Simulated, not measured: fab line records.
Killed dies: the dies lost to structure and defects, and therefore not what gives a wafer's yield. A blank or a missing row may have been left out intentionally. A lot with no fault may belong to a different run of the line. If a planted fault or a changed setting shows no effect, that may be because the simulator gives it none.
fab line records / flow berkeley_cmos170
record lots=6 wafers=18 last_day=13
route steps=331 shown M3@309
lots with no fault: from the same line, run without faults
start_h: hours from the record's opening day to when the first of the lot's shown wafers began / wait_h: time in hours since the lot's previous step / " same as the row above / L1.1+2: several wafers, shown together as one row / - either no value or no given start / * or withheld: withheld / < > ~ a bound
route shown NAME@n: NAME is a module with steps in the file, n the number in the route of the first one / usual: mean/standard deviation taken from wafers without a fault / same: alike in all rows / chamber/n: place in a boat / sites: each site's reading / _std_site: their standard deviation / _edge_site: inner sites' mean taken away from outer sites' mean / radius_mm: how far each site lies from the wafer's centre / mask NAME#n: copy n / behind: the most recent tool/chamber to have shaped the wafer / hold: why the lot was held/for how many hours/how that ended / device: the transistor (n, p or np) that didn't switch / end of line: the same wafers' tests at the end of the route / a step with no rows: only its recipe / killed: count of dies lost to structure and defects at first sort (not the wafer's yield) / map: shows each die of a wafer: x if killed, . if not, _ if none is there
set.NAME: the run value of the setting; set.NAME@STEP: its run value at that earlier step / model.NAME: the simulator's own value behind a step, which no gauge read
lots seen at some steps along the route; tables by step, rows by wafer
services: when a tool's chamber went out of use (start_h, in hours from the record's first day, below 0 if earlier), for how many hours, and the reason
## steps
# step UCB170_M3_PRE_CLEAN_00
# recipe gas=Ar preclean_etch_time_s=60
# step UCB170_M3_SPUTTER_01
# recipe material=Al target_thk_nm=900 time_s=120 power_w=6000 chamber_pressure_pa=0.5
# usual throttle_valve_pct=30.0/0.95
lot.wafer=L816.1 tool=pvd_sputter-03 chamber=- start_h=235.14 wait_h=0.0 throttle_valve_pct=30.9
lot.wafer=L816.3 tool=pvd_sputter-03 chamber=- start_h=235.14 wait_h=0.0 throttle_valve_pct=29.9
lot.wafer=L816.6 tool=pvd_sputter-03 chamber=- start_h=235.14 wait_h=0.0 throttle_valve_pct=29.5
lot.wafer=L819.2 tool=pvd_sputter-04 chamber=- start_h=236.72 wait_h=0.0 throttle_valve_pct=30.0
lot.wafer=L819.4 tool=pvd_sputter-04 chamber=- start_h=236.72 wait_h=0.0 throttle_valve_pct=28.9
lot.wafer=L819.6 tool=pvd_sputter-04 chamber=- start_h=236.72 wait_h=0.0 throttle_valve_pct=30.6
lot.wafer=L828.1 tool=pvd_sputter-03 chamber=- start_h=266.21 wait_h=0.0 throttle_valve_pct=29.6
lot.wafer=L828.3 tool=pvd_sputter-03 chamber=- start_h=266.21 wait_h=0.0 throttle_valve_pct=31.7
lot.wafer=L828.6 tool=pvd_sputter-03 chamber=- start_h=266.21 wait_h=0.0 throttle_valve_pct=30.9
lot.wafer=L825.3 tool=pvd_sputter-04 chamber=- start_h=266.45 wait_h=0.0 throttle_valve_pct=28.9
lot.wafer=L825.4 tool=pvd_sputter-04 chamber=- start_h=266.45 wait_h=0.0 throttle_valve_pct=29.5
lot.wafer=L825.5 tool=pvd_sputter-04 chamber=- start_h=266.45 wait_h=0.0 throttle_valve_pct=30.6
lot.wafer=L831.4 tool=pvd_sputter-04 chamber=- start_h=297.35 wait_h=0.0 throttle_valve_pct=29.5
lot.wafer=L831.5 tool=pvd_sputter-04 chamber=- start_h=297.35 wait_h=0.0 throttle_valve_pct=30.7
lot.wafer=L831.6 tool=pvd_sputter-04 chamber=- start_h=297.35 wait_h=0.0 throttle_valve_pct=28.9
lot.wafer=L833.1 tool=pvd_sputter-03 chamber=- start_h=298.02 wait_h=0.0 throttle_valve_pct=29.8
lot.wafer=L833.3 tool=pvd_sputter-03 chamber=- start_h=298.02 wait_h=0.0 throttle_valve_pct=29.6
lot.wafer=L833.4 tool=pvd_sputter-03 chamber=- start_h=298.02 wait_h=0.0 throttle_valve_pct=30.9
# step UCB170_M3_RS_MEAS_02
# recipe thk_meas_gauge=four-point-probe reads=Al_of_M3_SPUTTER_01
# usual M3_AL_RS=0.0322/0.00033
lot.wafer=L816.1 tool=film_metro-03 chamber=- start_h=235.24 wait_h=0.1 M3_AL_RS[ohm/sq]=0.0321
lot.wafer=L816.3 tool=film_metro-03 chamber=- start_h=235.24 wait_h=0.1 M3_AL_RS[ohm/sq]=0.0318
lot.wafer=L816.6 tool=film_metro-03 chamber=- start_h=235.24 wait_h=0.1 M3_AL_RS[ohm/sq]=0.0320
lot.wafer=L819.2 tool=film_metro-03 chamber=- start_h=236.82 wait_h=0.1 M3_AL_RS[ohm/sq]=0.0322
lot.wafer=L819.4 tool=film_metro-03 chamber=- start_h=236.82 wait_h=0.1 M3_AL_RS[ohm/sq]=0.0324
lot.wafer=L819.6 tool=film_metro-03 chamber=- start_h=236.82 wait_h=0.1 M3_AL_RS[ohm/sq]=0.0323
lot.wafer=L828.1 tool=film_metro-01 chamber=- start_h=266.29 wait_h=0.0 M3_AL_RS[ohm/sq]=0.0321
lot.wafer=L828.3 tool=film_metro-01 chamber=- start_h=266.29 wait_h=0.0 M3_AL_RS[ohm/sq]=0.0317
lot.wafer=L828.6 tool=film_metro-01 chamber=- start_h=266.29 wait_h=0.0 M3_AL_RS[ohm/sq]=0.0321
lot.wafer=L825.3 tool=film_metro-02 chamber=- start_h=266.57 wait_h=0.1 M3_AL_RS[ohm/sq]=0.0318
lot.wafer=L825.4 tool=film_metro-02 chamber=- start_h=266.57 wait_h=0.1 M3_AL_RS[ohm/sq]=0.0321
lot.wafer=L825.5 tool=film_metro-02 chamber=- start_h=266.57 wait_h=0.1 M3_AL_RS[ohm/sq]=0.0318
lot.wafer=L831.4 tool=film_metro-02 chamber=- start_h=297.49 wait_h=0.1 M3_AL_RS[ohm/sq]=0.0323
lot.wafer=L831.5 tool=film_metro-02 chamber=- start_h=297.49 wait_h=0.1 M3_AL_RS[ohm/sq]=0.0322
lot.wafer=L831.6 tool=film_metro-02 chamber=- start_h=297.49 wait_h=0.1 M3_AL_RS[ohm/sq]=0.0325
lot.wafer=L833.1 tool=film_metro-02 chamber=- start_h=298.10 wait_h=0.0 M3_AL_RS[ohm/sq]=0.0320
lot.wafer=L833.3 tool=film_metro-02 chamber=- start_h=298.10 wait_h=0.0 M3_AL_RS[ohm/sq]=0.0323
lot.wafer=L833.4 tool=film_metro-02 chamber=- start_h=298.10 wait_h=0.0 M3_AL_RS[ohm/sq]=0.0324
# step UCB170_M3_THK_MEAS_03
# recipe thk_meas_gauge=xrf reads=Al_of_M3_SPUTTER_01
# usual M3_AL_THK=892/9.4
lot.wafer=L816.1 tool=film_metro-03 chamber=- start_h=235.36 wait_h=0.1 M3_AL_THK[nm]=893
lot.wafer=L816.3 tool=film_metro-03 chamber=- start_h=235.36 wait_h=0.1 M3_AL_THK[nm]=903
lot.wafer=L816.6 tool=film_metro-03 chamber=- start_h=235.36 wait_h=0.1 M3_AL_THK[nm]=899
lot.wafer=L819.2 tool=film_metro-03 chamber=- start_h=236.93 wait_h=0.1 M3_AL_THK[nm]=891
lot.wafer=L819.4 tool=film_metro-03 chamber=- start_h=236.93 wait_h=0.1 M3_AL_THK[nm]=891
lot.wafer=L819.6 tool=film_metro-03 chamber=- start_h=236.93 wait_h=0.1 M3_AL_THK[nm]=895
lot.wafer=L828.1 tool=film_metro-01 chamber=- start_h=266.41 wait_h=0.1 M3_AL_THK[nm]=896
lot.wafer=L828.3 tool=film_metro-01 chamber=- start_h=266.41 wait_h=0.1 M3_AL_THK[nm]=908
lot.wafer=L828.6 tool=film_metro-01 chamber=- start_h=266.41 wait_h=0.1 M3_AL_THK[nm]=895
lot.wafer=L825.3 tool=film_metro-02 chamber=- start_h=266.67 wait_h=0.1 M3_AL_THK[nm]=901
lot.wafer=L825.4 tool=film_metro-02 chamber=- start_h=266.67 wait_h=0.1 M3_AL_THK[nm]=889
lot.wafer=L825.5 tool=film_metro-02 chamber=- start_h=266.67 wait_h=0.1 M3_AL_THK[nm]=902
lot.wafer=L831.4 tool=film_metro-02 chamber=- start_h=297.58 wait_h=0.1 M3_AL_THK[nm]=888
lot.wafer=L831.5 tool=film_metro-02 chamber=- start_h=297.58 wait_h=0.1 M3_AL_THK[nm]=887
lot.wafer=L831.6 tool=film_metro-02 chamber=- start_h=297.58 wait_h=0.1 M3_AL_THK[nm]=882
lot.wafer=L833.1 tool=film_metro-02 chamber=- start_h=298.22 wait_h=0.1 M3_AL_THK[nm]=897
lot.wafer=L833.3 tool=film_metro-02 chamber=- start_h=298.22 wait_h=0.1 M3_AL_THK[nm]=885
lot.wafer=L833.4 tool=film_metro-02 chamber=- start_h=298.22 wait_h=0.1 M3_AL_THK[nm]=886
# step UCB170_M3_HMDS_04
# recipe prime_time_s=60 prime_temp_c=100
# step UCB170_M3_COAT_05
# recipe resist=KrF spin_rpm=1500 resist_thk_nm=900
# step UCB170_M3_SOFTBAKE_06
# recipe resist=KrF temp_c=130 time_s=60
# step UCB170_M3_STRIP_07
# recipe chemistry=O2 power_w=400 pressure_mtorr=3500 platen_temp_c=withheld o2_flow_sccm=400 overash_fraction=0.5
# usual drypump_motor_current_A=5.5/0.5 oes_product_au=0.735/0.0049 strip_time_to_endpoint_s=21.94/0.067
lot.wafer=L816.1 tool=plasma_asher-03 chamber=1 start_h=236.05 wait_h=0.1 drypump_motor_current_A=5.4 oes_product_au=0.731 rf_hours_counter_h=52 strip_time_to_endpoint_s=21.87
lot.wafer=L816.3 tool=plasma_asher-03 chamber=1 start_h=236.05 wait_h=0.1 drypump_motor_current_A=5.4 oes_product_au=0.733 rf_hours_counter_h=- strip_time_to_endpoint_s=21.91
lot.wafer=L816.6 tool=plasma_asher-03 chamber=0 start_h=236.05 wait_h=0.1 drypump_motor_current_A=6.7 oes_product_au=0.737 rf_hours_counter_h=- strip_time_to_endpoint_s=22.01
lot.wafer=L819.2 tool=plasma_asher-04 chamber=0 start_h=237.95 wait_h=0.1 drypump_motor_current_A=5.2 oes_product_au=0.732 rf_hours_counter_h=14 strip_time_to_endpoint_s=21.84
lot.wafer=L819.4 tool=plasma_asher-04 chamber=0 start_h=237.95 wait_h=0.1 drypump_motor_current_A=5.2 oes_product_au=0.740 rf_hours_counter_h=- strip_time_to_endpoint_s=21.84
lot.wafer=L819.6 tool=plasma_asher-04 chamber=0 start_h=237.95 wait_h=0.1 drypump_motor_current_A=5.2 oes_product_au=0.729 rf_hours_counter_h=- strip_time_to_endpoint_s=21.94
lot.wafer=L828.1 tool=plasma_asher-02 chamber=0 start_h=267.11 wait_h=0.1 drypump_motor_current_A=4.9 oes_product_au=0.729 rf_hours_counter_h=49 strip_time_to_endpoint_s=21.98
lot.wafer=L828.3 tool=plasma_asher-02 chamber=1 start_h=267.11 wait_h=0.1 drypump_motor_current_A=5.6 oes_product_au=0.732 rf_hours_counter_h=- strip_time_to_endpoint_s=21.98
lot.wafer=L828.6 tool=plasma_asher-02 chamber=1 start_h=267.11 wait_h=0.1 drypump_motor_current_A=5.6 oes_product_au=0.736 rf_hours_counter_h=- strip_time_to_endpoint_s=21.97
lot.wafer=L825.3 tool=plasma_asher-04 chamber=0 start_h=267.19 wait_h=0.1 drypump_motor_current_A=5.2 oes_product_au=0.740 rf_hours_counter_h=- strip_time_to_endpoint_s=21.98
lot.wafer=L825.4 tool=plasma_asher-04 chamber=1 start_h=267.19 wait_h=0.1 drypump_motor_current_A=5.8 oes_product_au=0.734 rf_hours_counter_h=- strip_time_to_endpoint_s=22.00
lot.wafer=L825.5 tool=plasma_asher-04 chamber=0 start_h=267.19 wait_h=0.1 drypump_motor_current_A=5.2 oes_product_au=0.735 rf_hours_counter_h=- strip_time_to_endpoint_s=22.01
lot.wafer=L831.4 tool=plasma_asher-03 chamber=0 start_h=298.09 wait_h=0.1 drypump_motor_current_A=6.7 oes_product_au=0.738 rf_hours_counter_h=- strip_time_to_endpoint_s=21.95
lot.wafer=L831.5 tool=plasma_asher-03 chamber=1 start_h=298.09 wait_h=0.1 drypump_motor_current_A=5.4 oes_product_au=0.740 rf_hours_counter_h=- strip_time_to_endpoint_s=21.95
lot.wafer=L831.6 tool=plasma_asher-03 chamber=0 start_h=298.09 wait_h=0.1 drypump_motor_current_A=6.7 oes_product_au=0.738 rf_hours_counter_h=- strip_time_to_endpoint_s=21.98
lot.wafer=L833.1 tool=plasma_asher-04 chamber=0 start_h=298.73 wait_h=0.1 drypump_motor_current_A=5.1 oes_product_au=0.735 rf_hours_counter_h=21 strip_time_to_endpoint_s=21.91
lot.wafer=L833.3 tool=plasma_asher-04 chamber=0 start_h=298.73 wait_h=0.1 drypump_motor_current_A=5.2 oes_product_au=0.733 rf_hours_counter_h=- strip_time_to_endpoint_s=21.92
lot.wafer=L833.4 tool=plasma_asher-04 chamber=1 start_h=298.73 wait_h=0.1 drypump_motor_current_A=5.8 oes_product_au=0.732 rf_hours_counter_h=- strip_time_to_endpoint_s=21.96
# step UCB170_M3_STRIP_08
# recipe chemistry=DMSO temp_c=80 time_s=600 material=KrF
# step UCB170_M3_COAT_09
# recipe resist=BARC temp_c=withheld time_s=withheld spin_rpm=3000 resist_thk_nm=withheld
# step UCB170_M3_COAT_10
# recipe resist=KrF spin_rpm=1500 resist_thk_nm=900
# step UCB170_M3_SOFTBAKE_11
# recipe resist=KrF temp_c=130 time_s=60
# step UCB170_M3_EXPOSE_12
# recipe mask_id=METAL3 target_cd_nm=700 na=0.5 sigma_outer=0.6 source_shape=conventional dose_mj=26
# usual exposure_dose_mJ_cm2=26.000/0.025 focus_offset_nm=0.1/0.55
lot.wafer=L816.1 tool=krf_scanner-02 chamber=0 start_h=237.06 wait_h=- mask=METAL3#0 exposure_dose_mJ_cm2=26.000 focus_offset_nm=-1.2
lot.wafer=L816.3 tool=krf_scanner-02 chamber=0 start_h=237.06 wait_h=- mask=METAL3#0 exposure_dose_mJ_cm2=25.984 focus_offset_nm=-0.4
lot.wafer=L816.6 tool=krf_scanner-02 chamber=0 start_h=237.06 wait_h=- mask=METAL3#0 exposure_dose_mJ_cm2=26.006 focus_offset_nm=-0.4
lot.wafer=L819.2 tool=krf_scanner-01 chamber=0 start_h=239.00 wait_h=- mask=METAL3#0 exposure_dose_mJ_cm2=26.005 focus_offset_nm=-0.1
lot.wafer=L819.4 tool=krf_scanner-01 chamber=0 start_h=239.00 wait_h=- mask=METAL3#0 exposure_dose_mJ_cm2=25.998 focus_offset_nm=0.6
lot.wafer=L819.6 tool=krf_scanner-01 chamber=0 start_h=239.00 wait_h=- mask=METAL3#0 exposure_dose_mJ_cm2=26.011 focus_offset_nm=0.5
lot.wafer=L828.1 tool=krf_scanner-01 chamber=- start_h=267.83 wait_h=- mask=METAL3#0 exposure_dose_mJ_cm2=- focus_offset_nm=-
lot.wafer=L828.3 tool=krf_scanner-01 chamber=- start_h=267.83 wait_h=- mask=METAL3#0 exposure_dose_mJ_cm2=- focus_offset_nm=-
lot.wafer=L828.6 tool=krf_scanner-01 chamber=- start_h=267.83 wait_h=- mask=METAL3#0 exposure_dose_mJ_cm2=- focus_offset_nm=-
lot.wafer=L825.3 tool=krf_scanner-01 chamber=- start_h=268.10 wait_h=- mask=METAL3#0 exposure_dose_mJ_cm2=- focus_offset_nm=-
lot.wafer=L825.4 tool=krf_scanner-01 chamber=- start_h=268.10 wait_h=- mask=METAL3#0 exposure_dose_mJ_cm2=- focus_offset_nm=-
lot.wafer=L825.5 tool=krf_scanner-01 chamber=- start_h=268.10 wait_h=- mask=METAL3#0 exposure_dose_mJ_cm2=- focus_offset_nm=-
lot.wafer=L833.1 tool=krf_scanner-02 chamber=0 start_h=300.19 wait_h=- mask=METAL3#0 exposure_dose_mJ_cm2=25.977 focus_offset_nm=0.2
lot.wafer=L833.3 tool=krf_scanner-02 chamber=0 start_h=300.19 wait_h=- mask=METAL3#0 exposure_dose_mJ_cm2=25.970 focus_offset_nm=0.7
lot.wafer=L833.4 tool=krf_scanner-02 chamber=0 start_h=300.19 wait_h=- mask=METAL3#0 exposure_dose_mJ_cm2=25.969 focus_offset_nm=0.7
lot.wafer=L831.4 tool=krf_scanner-01 chamber=0 start_h=300.49 wait_h=- mask=METAL3#0 exposure_dose_mJ_cm2=26.008 focus_offset_nm=0.3
lot.wafer=L831.5 tool=krf_scanner-01 chamber=0 start_h=300.49 wait_h=- mask=METAL3#0 exposure_dose_mJ_cm2=26.021 focus_offset_nm=0.0
lot.wafer=L831.6 tool=krf_scanner-01 chamber=0 start_h=300.49 wait_h=- mask=METAL3#0 exposure_dose_mJ_cm2=26.012 focus_offset_nm=0.1
# step UCB170_M3_PEB_13
# recipe peb_temp_c=130 peb_time_s=withheld resist=KrF
## services
tool=krf_scanner-01 chamber=- start_h=212.89 hours=1.0 kind=pm
tool=plasma_asher-02 chamber=- start_h=219.86 hours=14.0 kind=repair
tool=krf_scanner-01 chamber=- start_h=229.60 hours=0.3 kind=repair
tool=krf_scanner-02 chamber=- start_h=234.46 hours=0.8 kind=pm
tool=krf_scanner-01 chamber=- start_h=235.21 hours=1.3 kind=pm
tool=krf_scanner-02 chamber=- start_h=243.71 hours=0.7 kind=repair
tool=plasma_asher-02 chamber=- start_h=245.80 hours=3.8 kind=pm
tool=krf_scanner-02 chamber=- start_h=248.65 hours=1.0 kind=pm
tool=pvd_sputter-04 chamber=- start_h=248.80 hours=0.6 kind=repair
tool=krf_scanner-01 chamber=- start_h=277.58 hours=0.8 kind=pm
tool=plasma_asher-04 chamber=- start_h=281.23 hours=3.3 kind=repair
tool=pvd_sputter-04 chamber=- start_h=281.28 hours=0.6 kind=repair
tool=krf_scanner-02 chamber=- start_h=290.17 hours=0.6 kind=repair
tool=pvd_sputter-04 chamber=- start_h=299.97 hours=2.3 kind=repair
## key
first_sign step=UCB170_M3_EXPOSE_12 reading=tool_record direction=missing
effect none on later readings
met_at UCB170_M3_EXPOSE_12
struck_wafers L825.3,L825.4,L825.5,L828.1,L828.3,L828.6
later_rows_left_out L825.3,L825.4,L825.5,L828.1,L828.3,L828.6
sort_left_out L825.3,L825.4,L825.5,L828.1,L828.3,L828.6
onset_between 239.00 267.83
fault kind=skipped_step_whole tool=krf_scanner-01 chamber=- onset_h=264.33 steps=UCB170_M3_EXPOSE_12 scope=struck_lots_only
# sort_left_out: the simulated sort isn't trusted on such a fault, so these wafers' sort isn't shown, and their yield isn't known
# later_rows_left_out: the simulator's readings of these wafers behind a module that went badly wrong aren't trusted and aren't shown, but for the sort
